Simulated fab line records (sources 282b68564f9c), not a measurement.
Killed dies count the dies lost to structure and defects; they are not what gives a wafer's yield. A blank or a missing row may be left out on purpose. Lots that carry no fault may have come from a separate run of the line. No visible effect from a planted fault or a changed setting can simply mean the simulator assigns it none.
fab line records | flow rit-cmos
[record] lots = 6 | wafers = 18 | last-day = 19
route steps=202 shown GATE@84 M1@202
lots that met no fault: taken from a fault-free run of the same line
start-h: the number of hours between the record's first day and the start of the first shown wafer of the lot | wait-h: hours elapsed since this lot's preceding step | " the same as in the row above | L1.1+2: a row that stands for several wafers | - value missing, or start not given | * or withheld: withheld | < > ~ a bound
route shown NAME@n: names a module that has steps shown in the file, with the first one's number in the route | usual: mean/standard deviation taken from wafers without a fault | same: alike in all rows | chamber/n: place in a boat | sites: the reading at each site | _std_site: the values' standard deviation | _edge_site: the outer-site mean with the inner-site mean subtracted | radius-mm: how far each site lies from the wafer's centre | mask NAME#n: copy n | behind: the tool/chamber that last shaped the wafer | hold: what put the lot on hold/how long, in hours/how the hold closed | device: whichever transistor did not switch (one of n, p or np) | end of line: at the end of the route, the tests of the same wafers | where a step has no rows: the recipe by itself | killed: dies lost to structure and defects at the first sort, not the wafer's yield | map: shows each die of a wafer: x if killed, . if not, _ if none is there
set.NAME: the setting that was run; set.NAME@STEP: the one run at that earlier step | model.NAME: the simulator's own value behind a step, which no gauge read
lots at selected steps of the route; one table per step, one row per wafer
services: the hour from which a tool's chamber was out of use, counted from the record's first day as start-h (under 0 if before that day), plus the number of hours and why
[[steps]]
[step RIT_GATE_CVD_08]
[recipe] material = poly-Si | target-thk-nm = 250 | temp-c = 610 | precursor = SiH4 | time-s = 2220 | pressure-mtorr = 300 | sih4-flow-sccm = 100
[step RIT_GATE_THK_MEAS_09]
[recipe] reads = poly-Si_of_GATE_CVD_08
[usual] GATE_POLY_THK = 251/3
lot.wafer | tool          | chamber | start-h | wait-h | GATE_POLY_THK[nm]
L594.1    | film-metro-03 | -       | 49.33   | 0.0    | 248
L594.3    | "             | -       | "       | "      | 249
L594.5    | "             | -       | "       | "      | 251
L602.1    | film-metro-02 | -       | 95.00   | 0.0    | 251
L602.2    | "             | -       | "       | "      | 251
L602.6    | "             | -       | "       | "      | 250
L604.3    | film-metro-03 | -       | 104.92  | 0.0    | 252
L604.4    | "             | -       | "       | "      | 255
L604.6    | "             | -       | "       | "      | 252
L605.2    | film-metro-02 | -       | 110.82  | 0.0    | 250
L605.3    | "             | -       | "       | "      | 250
L605.5    | "             | -       | "       | "      | 250
L607.1    | film-metro-02 | -       | 118.78  | 0.0    | 255
L607.3    | "             | -       | "       | "      | 254
L607.5    | "             | -       | "       | "      | 255
L614.1    | film-metro-02 | -       | 426.46  | 0.0    | 250
L614.3    | "             | -       | "       | "      | 249
L614.6    | "             | -       | "       | "      | 248
[step RIT_GATE_HMDS_10]
[recipe] prime-time-s = 60 | prime-temp-c = 140
[step RIT_GATE_COAT_11]
[recipe] resist = NOVOLAK | spin-rpm = 4250 | resist-thk-nm = 850
[step RIT_GATE_SOFTBAKE_12]
[recipe] resist = NOVOLAK | temp-c = 90 | time-s = 60
[step RIT_GATE_EXPOSE_13]
[recipe] mask-id = M6 | na = 0.6 | source-shape = conventional | sigma-outer = 0.6 | target-cd-nm = 150 | dose-mj = 380
[step RIT_GATE_PEB_14]
[recipe] resist = NOVOLAK | temp-c = withheld | time-s = withheld
[step RIT_GATE_DEVELOP_15]
[recipe] resist = NOVOLAK | develop-time-s = 50 | dev-temp-c = 23
[step RIT_GATE_CD_MEAS_16]
[recipe] target-cd-nm = 150
[usual] cd-nm = 149.3/2.5
lot.wafer | tool      | chamber | start-h | wait-h | cd-nm
L594.1    | cd-sem-01 | -       | 50.50   | -      | 150.2
L594.3    | "         | -       | "       | "      | 150.3
L594.5    | "         | -       | "       | "      | 150.4
L602.1    | cd-sem-01 | -       | 96.02   | -      | 148.4
L602.2    | "         | -       | "       | "      | 144.3
L602.6    | "         | -       | "       | "      | 150.0
L604.3    | cd-sem-02 | -       | 105.98  | -      | 149.0
L604.4    | "         | -       | "       | "      | 149.1
L604.6    | "         | -       | "       | "      | 150.9
L605.2    | cd-sem-02 | -       | 111.87  | -      | 153.0
L605.3    | "         | -       | "       | "      | 148.7
L605.5    | "         | -       | "       | "      | 150.9
L607.1    | cd-sem-01 | -       | 119.81  | -      | 150.3
L607.3    | "         | -       | "       | "      | 150.5
L607.5    | "         | -       | "       | "      | 150.8
L614.1    | cd-sem-02 | -       | 427.37  | -      | 150.0
L614.3    | "         | -       | "       | "      | 151.9
L614.6    | "         | -       | "       | "      | 149.2
[step RIT_GATE_OVL_MEAS_17]
[usual] GATE_OVL = -0.2/1.5
lot.wafer | tool       | chamber | start-h | wait-h | GATE_OVL[nm]
L594.1    | overlay-01 | -       | 50.62   | 0.1    | -1.6
L594.3    | "          | -       | "       | "      | -1.7
L594.5    | "          | -       | "       | "      | -1.0
L602.1    | overlay-01 | -       | 96.14   | 0.1    | 1.8
L602.2    | "          | -       | "       | "      | 0.0
L602.6    | "          | -       | "       | "      | -0.2
L604.3    | overlay-01 | -       | 106.07  | 0.1    | 1.8
L604.4    | "          | -       | "       | "      | 1.3
L604.6    | "          | -       | "       | "      | 1.7
L605.2    | overlay-02 | -       | 111.97  | 0.1    | 0.8
L605.3    | "          | -       | "       | "      | -0.1
L605.5    | "          | -       | "       | "      | 1.5
L607.1    | overlay-02 | -       | 119.93  | 0.1    | 1.8
L607.3    | "          | -       | "       | "      | 2.1
L607.5    | "          | -       | "       | "      | 2.0
L614.1    | overlay-01 | -       | 427.49  | 0.1    | 1.0
L614.3    | "          | -       | "       | "      | 2.1
L614.6    | "          | -       | "       | "      | 1.8
[step RIT_GATE_HARDBAKE_18]
[recipe] resist = NOVOLAK | temp-c = 140 | time-s = 60
[step RIT_GATE_ETCH_19]
[recipe] chemistry = SF6/CHF3/O2 | time-s = 165 | SF6_flow_sccm = 30 | CHF3_flow_sccm = 30 | O2_flow_sccm = 5 | target = poly-Si | pressure-mtorr = 40 | rf-w = 160 | target-depth-a = 3125 | over-etch-frac = 0.25 | stop-on = SiO2
[usual] CHF3_flow_sccm = 29.98/0.085 | drypump-motor-current-A = 5.41/0.29 | oes-product-au = 0.846/0.015 | throttle-valve-pct = 10.19/0.15
lot.wafer | tool      | chamber | start-h | wait-h | CHF3_flow_sccm | drypump-motor-current-A | oes-product-au | rf-hours-counter-h | throttle-valve-pct
L594.1    | rie-si-02 | 2       | 50.81   | 0.1    | 29.94          | 5.84                    | 0.832          | 134                | 10.15
L594.3    | "         | 3       | "       | "      | 29.96          | 5.79                    | 0.849          | 44                 | 10.07
L594.5    | "         | 3       | "       | "      | 29.96          | 5.77                    | 0.844          | -                  | 10.07
L602.1    | rie-si-02 | 1       | 96.33   | 0.1    | 29.96          | 4.98                    | 0.841          | 135                | 10.17
L602.2    | "         | 2       | "       | "      | 30.08          | 5.83                    | 0.833          | 134                | 10.17
L602.6    | "         | 3       | "       | "      | 29.90          | 5.79                    | 0.847          | -                  | 10.04
L604.3    | rie-si-02 | 1       | 106.24  | 0.1    | 29.99          | 5.02                    | 0.850          | 135                | 10.17
L604.4    | "         | 0       | "       | "      | 30.02          | 5.23                    | 0.876          | 74                 | 10.16
L604.6    | "         | 0       | "       | "      | 29.94          | 5.22                    | 0.870          | -                  | 10.16
L605.2    | rie-si-01 | 2       | 112.15  | 0.1    | 29.98          | 5.15                    | 0.851          | 49                 | 10.22
L605.3    | "         | 3       | "       | "      | 29.96          | 5.24                    | 0.834          | 96                 | 9.92
L605.5    | "         | 0       | "       | "      | 29.91          | 5.56                    | 0.850          | -                  | 10.48
L607.1    | rie-si-01 | 3       | 120.12  | 0.1    | 30.06          | 5.25                    | 0.845          | 96                 | 9.94
L607.3    | "         | 0       | "       | "      | 29.85          | 5.53                    | 0.864          | 1                  | 10.48
L607.5    | "         | 1       | "       | "      | 30.06          | 5.54                    | 0.832          | -                  | 10.28
L614.1    | rie-si-01 | 0       | 427.68  | 0.1    | 29.90          | 5.58                    | 0.852          | 3                  | 10.48
L614.3    | "         | 3       | "       | "      | 30.05          | 5.16                    | 0.853          | 0                  | 9.93
L614.6    | "         | 2       | "       | "      | 30.03          | 5.16                    | 0.853          | -                  | 10.23
[step RIT_GATE_STRIP_20]
[recipe] chemistry = O2 | time-s = 180 | resist = NOVOLAK | platen-temp-c = withheld | power-w = 500 | pressure-mtorr = 4000 | o2-flow-sccm = 4000
[usual] chamber-pressure-mTorr = 4000/4 | drypump-motor-current-A = 5.92/0.26 | o2-flow-sccm = 4001/12
lot.wafer | tool            | chamber | start-h | wait-h | chamber-pressure-mTorr | drypump-motor-current-A | o2-flow-sccm | rf-hours-counter-h | model.NOVOLAK_of_GATE_COAT_11.thk-nm
L594.1    | plasma-asher-02 | 0       | 50.91   | 0.1    | 4001                   | 5.65                    | 3993         | 36                 | 0
L594.3    | "               | 1       | "       | "      | 4003                   | 5.84                    | 4011         | -                  | 0
L594.5    | "               | 0       | "       | "      | 4000                   | 5.63                    | 4006         | -                  | 0
L602.1    | plasma-asher-02 | 1       | 96.44   | 0.1    | 4002                   | 5.83                    | 4006         | 40                 | 0
L602.2    | "               | 0       | "       | "      | 3998                   | 5.67                    | 3979         | 40                 | 0
L602.6    | "               | 0       | "       | "      | 4004                   | 5.65                    | 3981         | -                  | 0
L604.3    | plasma-asher-04 | 1       | 106.41  | 0.1    | -                      | -                       | -            | -                  | 664.8
L604.4    | "               | 0       | "       | "      | -                      | -                       | -            | -                  | 666.3
L604.6    | "               | 0       | "       | "      | -                      | -                       | -            | -                  | 666.2
L605.2    | plasma-asher-02 | 0       | 112.26  | 0.1    | -                      | -                       | -            | -                  | 665.5
L605.3    | "               | 1       | "       | "      | -                      | -                       | -            | -                  | 675.5
L605.5    | "               | 1       | "       | "      | -                      | -                       | -            | -                  | 662.6
L607.1    | plasma-asher-02 | 1       | 120.23  | 0.1    | 3999                   | 5.84                    | 3998         | 43                 | 0
L607.3    | "               | 0       | "       | "      | 3996                   | 5.65                    | 3997         | -                  | 0
L607.5    | "               | 1       | "       | "      | 3998                   | 5.83                    | 3985         | -                  | 0
L614.1    | plasma-asher-04 | 1       | 427.79  | 0.1    | 4002                   | 6.22                    | 3993         | 66                 | 0
L614.3    | "               | 1       | "       | "      | 3997                   | 6.20                    | 3990         | -                  | 0
L614.6    | "               | 0       | "       | "      | 4000                   | 6.02                    | 3991         | -                  | 0
[step RIT_GATE_CD_MEAS_90]
[recipe] target-cd-nm = 150
[usual] cd-nm = 149.2/2.4
lot.wafer | tool      | chamber | start-h | wait-h | cd-nm
L594.1    | cd-sem-01 | -       | 51.09   | 0.1    | 150.2
L594.3    | "         | -       | "       | "      | 149.9
L594.5    | "         | -       | "       | "      | 150.3
L602.1    | cd-sem-01 | -       | 96.66   | 0.2    | 147.8
L602.2    | "         | -       | "       | "      | 144.4
L602.6    | "         | -       | "       | "      | 149.8
L604.3    | cd-sem-02 | -       | 106.57  | 0.1    | 148.8
L604.4    | "         | -       | "       | "      | 149.4
L604.6    | "         | -       | "       | "      | 151.1
L605.2    | cd-sem-02 | -       | 112.46  | 0.1    | 152.9
L605.3    | "         | -       | "       | "      | 149.1
L605.5    | "         | -       | "       | "      | 150.9
L607.1    | cd-sem-02 | -       | 120.40  | 0.1    | 150.2
L607.3    | "         | -       | "       | "      | 150.0
L607.5    | "         | -       | "       | "      | 150.3
L614.1    | cd-sem-01 | -       | 427.96  | 0.1    | 150.1
L614.3    | "         | -       | "       | "      | 152.3
L614.6    | "         | -       | "       | "      | 148.3
[step RIT_M1_PROBE_99]
[usual] killed-at-contacts = 0.1/0.27 | killed-at-front-end = 6/3 | killed-dies = 7/3 | killed-on-rim = 1.7/1.4 | killed-open = 3.1/2 | killed-short = 3.4/2
[same] gross-dies = 264 | killed_at_M0_to_M3 = 0 | killed_at_M4_up = 0 | killed-at-back-side = 0 | killed-at-other = 0
lot.wafer | tool      | chamber | start-h | wait-h | hold                   | killed-at-contacts | killed-at-front-end | killed-dies | killed-on-rim | killed-open | killed-short
L594.1    | prober-01 | -       | 75.01   | 0.1    | -                      | 1                  | 5                   | 6           | 4             | 3           | 3
L594.3    | prober-01 | -       | 75.11   | 0.2    | -                      | 0                  | 6                   | 6           | 2             | 3           | 3
L594.5    | prober-01 | -       | 75.21   | 0.2    | -                      | 1                  | 1                   | 2           | 0             | 1           | 1
L602.1    | prober-01 | -       | 120.47  | 0.1    | -                      | 0                  | 6                   | 6           | 2             | 2           | 4
L602.2    | prober-01 | -       | 120.52  | 0.1    | -                      | 0                  | 8                   | 8           | 3             | 2           | 6
L602.6    | prober-01 | -       | 120.72  | 0.2    | -                      | 0                  | 8                   | 8           | 2             | 3           | 5
L604.3    | prober-01 | -       | 128.22  | 0.2    | await-dispo/2.6h/scrap | 0                  | 264                 | 264         | 70            | 0           | 0
L604.4    | prober-01 | -       | 128.27  | 0.2    | await-dispo/2.6h/scrap | 0                  | 264                 | 264         | 70            | 1           | 6
L604.6    | prober-01 | -       | 128.37  | 0.2    | await-dispo/2.6h/scrap | 1                  | 263                 | 264         | 70            | 2           | 6
L605.2    | prober-02 | -       | 133.77  | 0.1    | await-dispo/4.3h/scrap | 0                  | 264                 | 264         | 70            | 4           | 3
L605.3    | prober-02 | -       | 133.82  | 0.2    | await-dispo/4.3h/scrap | 0                  | 264                 | 264         | 70            | 4           | 3
L605.5    | prober-02 | -       | 133.92  | 0.2    | await-dispo/4.3h/scrap | 1                  | 263                 | 264         | 70            | 5           | 7
L607.1    | prober-02 | -       | 140.71  | 0.1    | -                      | 0                  | 10                  | 10          | 4             | 1           | 9
L607.3    | prober-02 | -       | 140.81  | 0.2    | -                      | 0                  | 10                  | 10          | 1             | 7           | 3
L607.5    | prober-02 | -       | 140.91  | 0.2    | -                      | 0                  | 13                  | 13          | 7             | 3           | 10
L614.1    | prober-01 | -       | 450.00  | 0.1    | -                      | 0                  | 7                   | 7           | 1             | 3           | 4
L614.3    | prober-01 | -       | 450.10  | 0.2    | -                      | 0                  | 5                   | 5           | 1             | 1           | 4
L614.6    | prober-01 | -       | 450.25  | 0.2    | -                      | 0                  | 13                  | 13          | 5             | 9           | 4
// killed by level:class
L594.1 GATE:geometric-particle:short=2 SPACER:geometric-particle:open=2 FOX1:geometric-particle:short=1 CONTACT:geometric-particle:open=1
L594.3 GATE:geometric-particle:short=2 FOX1:geometric-particle:short=1 FOX2:geometric-particle:open=1 SPACER:geometric-particle:open=1 SILICIDE:geometric-particle:open=1
L594.5 GATE:geometric-particle:open=1 CONTACT:geometric-particle:short=1
L602.1 FOX2:geometric-particle:short=2 GATE:geometric-particle:open=2 GATE:geometric-particle:short=1 SPACER:geometric-particle:short=1
L602.2 GATE:geometric-particle:short=3 FOX1:geometric-particle:short=1 FOX1:geometric-particle:open=1 GATE:geometric-particle:open=1 SPACER:geometric-particle:short=1 SILICIDE:geometric-particle:short=1
L602.6 GATE:geometric-particle:short=3 GATE:geometric-particle:open=3 FOX1:geometric-particle:short=1 SILICIDE:geometric-particle:short=1
L604.3 REOX:area-oxidation=264
L604.4 REOX:area-oxidation=257 FOX2:geometric-particle:short=2 GATE:geometric-particle:short=2 FOX1:geometric-particle:open=1 FOX1:geometric-particle:short=1 SPACER:geometric-particle:short=1
L604.6 REOX:area-oxidation=256 GATE:geometric-particle:short=3 FOX1:geometric-particle:short=1 FOX2:geometric-particle:open=1 GATE:geometric-particle:open=1 SPACER:geometric-particle:short=1 CONTACT:geometric-particle:short=1
L605.2 REOX:area-oxidation=257 GATE:geometric-particle:open=2 FOX2:geometric-particle:short=1 FOX2:geometric-particle:open=1 GATE:geometric-particle:short=1 REOX:geometric-particle:open=1 REOX:geometric-particle:short=1
L605.3 REOX:area-oxidation=257 REOX:geometric-particle:open=2 FOX1:geometric-particle:short=1 FOX2:geometric-particle:short=1 REOX:geometric-particle:short=1 SPACER:geometric-particle:open=1 SILICIDE:geometric-particle:open=1
L605.5 REOX:area-oxidation=252 GATE:geometric-particle:open=3 REOX:geometric-particle:short=3 REOX:geometric-particle:open=2 FOX2:geometric-particle:short=1 GATE:geometric-particle:short=1 SPACER:geometric-particle:short=1 CONTACT:geometric-particle:short=1
L607.1 GATE:geometric-particle:short=4 FOX1:geometric-particle:short=2 REOX:geometric-particle:short=1 SPACER:geometric-particle:open=1 SPACER:geometric-particle:short=1 SILICIDE:geometric-particle:short=1
L607.3 GATE:geometric-particle:open=4 REOX:geometric-particle:short=2 FOX2:geometric-particle:open=1 GATE:geometric-particle:short=1 SPACER:geometric-particle:open=1 SILICIDE:geometric-particle:open=1
L607.5 REOX:geometric-particle:short=4 FOX2:geometric-particle:short=2 GATE:geometric-particle:short=2 FOX1:geometric-particle:short=1 GATE:geometric-particle:open=1 REOX:geometric-particle:open=1 SILICIDE:geometric-particle:open=1 SILICIDE:geometric-particle:short=1
L614.1 GATE:geometric-particle:open=3 GATE:geometric-particle:short=2 REOX:geometric-particle:short=1 SPACER:geometric-particle:short=1
L614.3 FOX1:geometric-particle:short=1 FOX1:geometric-particle:open=1 FOX2:geometric-particle:short=1 GATE:geometric-particle:short=1 SILICIDE:geometric-particle:short=1
L614.6 GATE:geometric-particle:open=6 FOX1:geometric-particle:open=3 FOX1:geometric-particle:short=2 FOX2:geometric-particle:short=1 SPACER:geometric-particle:short=1
// map L604.3 (x killed, . not)
________xxxxxxx_______
_____xxxxxxxxxxxxx____
____xxxxxxxxxxxxxxx___
___xxxxxxxxxxxxxxxxx__
__xxxxxxxxxxxxxxxxxxx_
__xxxxxxxxxxxxxxxxxxx_
_xxxxxxxxxxxxxxxxxxxxx
_xxxxxxxxxxxxxxxxxxxxx
_xxxxxxxxxxxxxxxxxxxxx
_xxxxxxxxxxxxxxxxxxxxx
__xxxxxxxxxxxxxxxxxxx_
__xxxxxxxxxxxxxxxxxxx_
___xxxxxxxxxxxxxxxxx__
____xxxxxxxxxxxxxxx___
_____xxxxxxxxxxxxx____
________xxxxxxx_______
// map L605.2 (x killed, . not)
________xxxxxxx_______
_____xxxxxxxxxxxxx____
____xxxxxxxxxxxxxxx___
___xxxxxxxxxxxxxxxxx__
__xxxxxxxxxxxxxxxxxxx_
__xxxxxxxxxxxxxxxxxxx_
_xxxxxxxxxxxxxxxxxxxxx
_xxxxxxxxxxxxxxxxxxxxx
_xxxxxxxxxxxxxxxxxxxxx
_xxxxxxxxxxxxxxxxxxxxx
__xxxxxxxxxxxxxxxxxxx_
__xxxxxxxxxxxxxxxxxxx_
___xxxxxxxxxxxxxxxxx__
____xxxxxxxxxxxxxxx___
_____xxxxxxxxxxxxx____
________xxxxxxx_______
[[services]]
tool            | chamber | start-h | hours | kind
rie-si-01       | -       | 49.12   | 2.8   | pm
rie-si-01       | 0       | 51.87   | -     | clean
rie-si-01       | 0       | 51.87   | 14.6  | scheduled-down
rie-si-01       | 0       | 51.87   | 14.6  | vent-cycle
rie-si-01       | 1       | 66.05   | 4.9   | repair
rie-si-01       | 1       | 81.71   | 7.6   | repair
plasma-asher-02 | -       | 105.02  | 4.3   | repair
rie-si-01       | 1       | 124.42  | 5.7   | repair
plasma-asher-02 | -       | 135.24  | 0.7   | repair
plasma-asher-04 | -       | 162.32  | 2.8   | pm
rie-si-02       | -       | 173.88  | 14.6  | pm
rie-si-02       | 1       | 188.48  | -     | clean
rie-si-02       | 1       | 188.48  | 34.9  | scheduled-down
rie-si-02       | 1       | 188.48  | 34.9  | vent-cycle
rie-si-02       | 2       | 223.41  | -     | clean
rie-si-02       | 2       | 223.41  | 20.5  | scheduled-down
rie-si-02       | 0       | 329.60  | 7.8   | repair
rie-si-02       | -       | 340.57  | 2.0   | repair
rie-si-02       | 3       | 393.12  | 11.5  | repair
plasma-asher-02 | -       | 420.17  | 1.0   | repair
plasma-asher-02 | -       | 421.25  | 9.0   | pm
plasma-asher-02 | 0       | 421.25  | 9.0   | vent-cycle
plasma-asher-02 | 1       | 421.25  | 9.0   | vent-cycle
rie-si-02       | -       | 426.30  | 15.6  | pm
[[key]]
[first-sign] step = RIT_GATE_STRIP_20 | reading = tool-record | direction = missing
[effect] step = RIT_M1_PROBE_99 | reading = killed-at-front-end | direction = up | sigmas = 85 | usual = 6 | struck = 264
[model-effect] step = RIT_GATE_STRIP_20 | value = NOVOLAK_of_GATE_COAT_11.thk-nm | without = 0 | struck = 666.8
[more-kills-born-at] RIT_REOX_OXIDATION_03@furnace-01 = 777 | RIT_REOX_OXIDATION_03@furnace-04 = 766
met-at RIT_GATE_STRIP_20
struck-wafers L604.3,L604.4,L604.6,L605.2,L605.3,L605.5
later-rows-left-out L604.3,L604.4,L604.6,L605.2,L605.3,L605.5
tester-left-out L604,L605
onset-between 96.44 106.41
[fault] kind = skipped-step-whole | tool = plasma-asher-02,plasma-asher-04 | chamber = - | onset-h = 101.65 | steps = RIT_GATE_STRIP_20 | scope = struck-lots-only
// tester-left-out: of these lots the tester's yield and bins aren't shown, on N5 and GAA mostly nor the transistor test; their killed dies are dies lost to structure and defects alone, not to doping, threshold or leakage, so they don't give the yield
// later-rows-left-out: the simulator's readings of these wafers behind a module that went badly wrong aren't trusted and aren't shown, but for the sort
